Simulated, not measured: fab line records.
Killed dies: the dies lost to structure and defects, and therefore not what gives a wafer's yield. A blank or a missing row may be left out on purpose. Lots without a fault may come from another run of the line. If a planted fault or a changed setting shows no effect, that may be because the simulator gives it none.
What tool caused it? :: flow ritCmos :: 14 lots, 42 wafers sampled, at 4 steps of a route of 202

## WHAT EACH GAUGE READ, for each wafer
RIT_ACTIVE_BOW_MEAS_00.
lot: L945
measured: day 1 10:01
on: filmMetro-03
INCOMING_BOW (um): -2 4 -11

lot: L947
measured: day 1 20:00
on: filmMetro-02
INCOMING_BOW (um): 13 -3 -3

lot: L948
measured: day 2 01:01
on: filmMetro-03
INCOMING_BOW (um): 12 8 1

lot: L949
measured: day 2 06:00
on: filmMetro-04
INCOMING_BOW (um): -1 6 -11

lot: L951
measured: day 2 16:01
on: filmMetro-04
INCOMING_BOW (um): -1 -11 0

lot: L952
measured: day 2 21:00
on: filmMetro-04
INCOMING_BOW (um): 16 2 -5

lot: L953
measured: day 3 02:04
on: filmMetro-02
INCOMING_BOW (um): -4 3 -2

lot: L954
measured: day 3 07:00
on: filmMetro-03
INCOMING_BOW (um): -1 11 -9

lot: L961
measured: day 4 18:01
on: filmMetro-04
INCOMING_BOW (um): -7 -3 4

lot: L962
measured: day 4 23:00
on: filmMetro-03
INCOMING_BOW (um): -3 -5 6

lot: L963
measured: day 5 04:02
on: filmMetro-04
INCOMING_BOW (um): -9 -11 0

lot: L965
measured: day 5 14:00
on: filmMetro-04
INCOMING_BOW (um): -4 -2 -1

lot: L966
measured: day 5 19:02
on: filmMetro-04
INCOMING_BOW (um): -8 3 0

lot: L968
measured: day 6 05:00
on: filmMetro-02
INCOMING_BOW (um): -1 -11 10

RIT_PRETRO_TW_MEAS_10.
lot: L945
measured: day 2 07:40
on: filmMetro-04
PRETRO_TW: 473 476 475

lot: L947
measured: day 2 18:14
on: filmMetro-01
PRETRO_TW: 480 478 477

lot: L948
measured: day 2 23:35
on: filmMetro-01
PRETRO_TW: 478 477 477

lot: L949
measured: day 3 03:42
on: filmMetro-04
PRETRO_TW: 467 466 466

lot: L951
measured: day 3 13:06
on: filmMetro-04
PRETRO_TW: 465 468 466

lot: L952
measured: day 3 18:33
on: filmMetro-01
PRETRO_TW: 479 477 477

lot: L953
measured: day 4 00:08
on: filmMetro-01
PRETRO_TW: 475 476 480

lot: L954
measured: day 4 05:07
on: filmMetro-04
PRETRO_TW: 471 472 470

lot: L961
measured: day 5 16:23
on: filmMetro-01
PRETRO_TW: 478 474 479

lot: L962
measured: day 5 22:18
on: filmMetro-03
PRETRO_TW: 530 529 530

lot: L963
measured: day 6 02:29
on: filmMetro-01
PRETRO_TW: 533 535 536

lot: L965
measured: day 6 12:34
on: filmMetro-01
PRETRO_TW: 478 477 479

lot: L966
measured: day 6 16:58
on: filmMetro-01
PRETRO_TW: 480 477 477

lot: L968
measured: day 7 03:39
on: filmMetro-01
PRETRO_TW: 479 480 479

## WHAT TOOL EACH LOT RAN ON (gives the tool, then ch and the chambers of the sampled wafers, and finally the start)
lot: L945
RIT_PWELL_STRIP_09: plasmaAsher-01 ch 0, day 1 22:43
RIT_PRETRO_IMPLANT_08: implanter-01 ch 0, day 2 07:21

lot: L947
RIT_PWELL_STRIP_09: plasmaAsher-03 ch 0,1, day 2 09:16
RIT_PRETRO_IMPLANT_08: implanter-03 ch 0, day 2 17:55

lot: L948
RIT_PWELL_STRIP_09: plasmaAsher-01 ch 0,1, day 2 14:38
RIT_PRETRO_IMPLANT_08: implanter-03 ch 0, day 2 23:17

lot: L949
RIT_PWELL_STRIP_09: plasmaAsher-03 ch 0,1, day 2 18:51
RIT_PRETRO_IMPLANT_08: implanter-02 ch 0, day 3 03:23

lot: L951
RIT_PWELL_STRIP_09: plasmaAsher-02 ch 0,1, day 3 04:22
RIT_PRETRO_IMPLANT_08: implanter-03 ch 0, day 3 12:47

lot: L952
RIT_PWELL_STRIP_09: plasmaAsher-01 ch 0, day 3 09:50
RIT_PRETRO_IMPLANT_08: implanter-03 ch 0, day 3 18:13

lot: L953
RIT_PWELL_STRIP_09: plasmaAsher-01 ch 0,1, day 3 15:27
RIT_PRETRO_IMPLANT_08: implanter-02 ch 0, day 3 23:51

lot: L954
RIT_PWELL_STRIP_09: plasmaAsher-03 ch 0,1, day 3 20:21
RIT_PRETRO_IMPLANT_08: implanter-01 ch 0, day 4 04:47

lot: L961
RIT_PWELL_STRIP_09: plasmaAsher-03 ch 0,1, day 5 07:01
RIT_PRETRO_IMPLANT_08: implanter-03 ch 0, day 5 16:05

lot: L962
RIT_PWELL_STRIP_09: plasmaAsher-03 ch 0,1, day 5 13:21
RIT_PRETRO_IMPLANT_08: implanter-01 ch 0, day 5 21:58

lot: L963
RIT_PWELL_STRIP_09: plasmaAsher-03 ch 0,1, day 5 17:28
RIT_PRETRO_IMPLANT_08: implanter-01 ch 0, day 6 02:11

lot: L965
RIT_PWELL_STRIP_09: plasmaAsher-03 ch 0,1, day 6 03:28
RIT_PRETRO_IMPLANT_08: implanter-02 ch 0, day 6 12:14

lot: L966
RIT_PWELL_STRIP_09: plasmaAsher-03 ch 0,1, day 6 08:15
RIT_PRETRO_IMPLANT_08: implanter-02 ch 0, day 6 16:40

lot: L968
RIT_PWELL_STRIP_09: plasmaAsher-03 ch 0,1, day 6 18:56
RIT_PRETRO_IMPLANT_08: implanter-03 ch 0, day 7 03:20
- RIT_PWELL_STRIP_09: strips in O2, time 180 s.
- RIT_PRETRO_IMPLANT_08

## WHAT THE TOOLS THEMSELVES READ (means of the sampled wafers that have a number; where no wafer has one, the mark that the record gives instead)
RIT_PWELL_STRIP_09.
lot: L945
tool: plasmaAsher-01
drypumpMotorCurrentA (A): 5.2

lot: L947
tool: plasmaAsher-03
drypumpMotorCurrentA (A): 5.3

lot: L948
tool: plasmaAsher-01
drypumpMotorCurrentA (A): 5.7

lot: L949
tool: plasmaAsher-03
drypumpMotorCurrentA (A): 5.3

lot: L951
tool: plasmaAsher-02
drypumpMotorCurrentA (A): 5.8

lot: L952
tool: plasmaAsher-01
drypumpMotorCurrentA (A): 5.2

lot: L953
tool: plasmaAsher-01
drypumpMotorCurrentA (A): 5.7

lot: L954
tool: plasmaAsher-03
drypumpMotorCurrentA (A): 5.3

lot: L961
tool: plasmaAsher-03
drypumpMotorCurrentA (A): 5.7

lot: L962
tool: plasmaAsher-03
drypumpMotorCurrentA (A): 5.3

lot: L963
tool: plasmaAsher-03
drypumpMotorCurrentA (A): 5.7

lot: L965
tool: plasmaAsher-03
drypumpMotorCurrentA (A): 5.3

lot: L966
tool: plasmaAsher-03
drypumpMotorCurrentA (A): 5.7

lot: L968
tool: plasmaAsher-03
drypumpMotorCurrentA (A): 5.3

RIT_PRETRO_IMPLANT_08.
lot: L945
tool: implanter-01
beamOnS (s): 10.11
doseIonsCm2: 1.2005e+13
faradayCurrentUA: 37.7

lot: L947
tool: implanter-03
beamOnS (s): 9.92
doseIonsCm2: 1.1999e+13
faradayCurrentUA: 38.3

lot: L948
tool: implanter-03
beamOnS (s): 10.04
doseIonsCm2: 1.2010e+13
faradayCurrentUA: 38.0

lot: L949
tool: implanter-02
beamOnS (s): 10.07
doseIonsCm2: 1.2006e+13
faradayCurrentUA: 37.7

lot: L951
tool: implanter-03
beamOnS (s): 10.01
doseIonsCm2: 1.1988e+13
faradayCurrentUA: 38.1

lot: L952
tool: implanter-03
beamOnS (s): 9.96
doseIonsCm2: 1.2014e+13
faradayCurrentUA: 38.1

lot: L953
tool: implanter-02
beamOnS (s): 10.09
doseIonsCm2: 1.1995e+13
faradayCurrentUA: 37.7

lot: L954
tool: implanter-01
beamOnS (s): 9.94
doseIonsCm2: 1.1992e+13
faradayCurrentUA: 38.3

lot: L961
tool: implanter-03
beamOnS (s): 9.97
doseIonsCm2: 1.2011e+13
faradayCurrentUA: 38.2

lot: L962
tool: implanter-01
beamOnS (s): 9.98
doseIonsCm2: 1.7053e+13
faradayCurrentUA: 54.3

lot: L963
tool: implanter-01
beamOnS (s): 10.06
doseIonsCm2: 1.7047e+13
faradayCurrentUA: 53.8

lot: L965
tool: implanter-02
beamOnS (s): 10.16
doseIonsCm2: 1.1991e+13
faradayCurrentUA: 37.5

lot: L966
tool: implanter-02
beamOnS (s): 10.11
doseIonsCm2: 1.1999e+13
faradayCurrentUA: 37.7

lot: L968
tool: implanter-03
beamOnS (s): 10.16
doseIonsCm2: 1.2016e+13
faradayCurrentUA: 37.5

## THE ANSWER, worked out from the rows above alone
Rule: the usual values come from the lots themselves. Put in order of their means at a reading, lots are off if they are a third of the lots or fewer, leave a main group of 4 or more, and stand apart from it by a gap of 3 or more times the standard deviation of the main group's means; of several such gaps the widest counts. A main group whose means are all the same, to the digits that the tables above print for the reading, isn't used. A lot without any number at a reading at which 4 lots or more have one is off too. Where the step has rows for the other lots, those lots are counted as sound. Order of review: gauges by route order, followed by the tools' own readings, for which a lot's mean as printed above is used. At the first step where some lot is off, the reading lying furthest off is the one used; lots without a number count as furthest.
Off: L962, L963, at RIT_PRETRO_TW_MEAS_10 (PRETRO_TW). The main group: mean 475, standard deviation 4.4.
If a tool, at a process step before that reading, ran all the lots that are off and no sound lot after the first of them, it fits. Not tried: the gauges at RIT_PRETRO_TW_MEAS_10; whatever is off there is also off at RIT_PRETRO_IMPLANT_08, on other tools, and gauge error can't account for it. One fits: implanter-01 at RIT_PRETRO_IMPLANT_08. Its last sound lot is L954 (day 4 04:47), its first lot that is off L962 (day 5 21:58): a fault that began between those two fits.
The tool's own readings at RIT_PRETRO_IMPLANT_08 bear it out: on the lots that are off they differ by more than 5 times the standard deviation of the sound lots' means. doseIonsCm2 reads 1.7050e+13 there against 1.2002e+13 on the sound lots; faradayCurrentUA reads 54.0 there against 37.9 on the sound lots.

## WHAT THE SIMULATOR HAD INSERTED
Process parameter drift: implanter-01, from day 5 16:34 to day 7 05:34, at RIT_PRETRO_IMPLANT_08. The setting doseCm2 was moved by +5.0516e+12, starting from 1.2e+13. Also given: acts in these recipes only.
Struck lots among those shown: L962, L963. The same result came from the rule above.
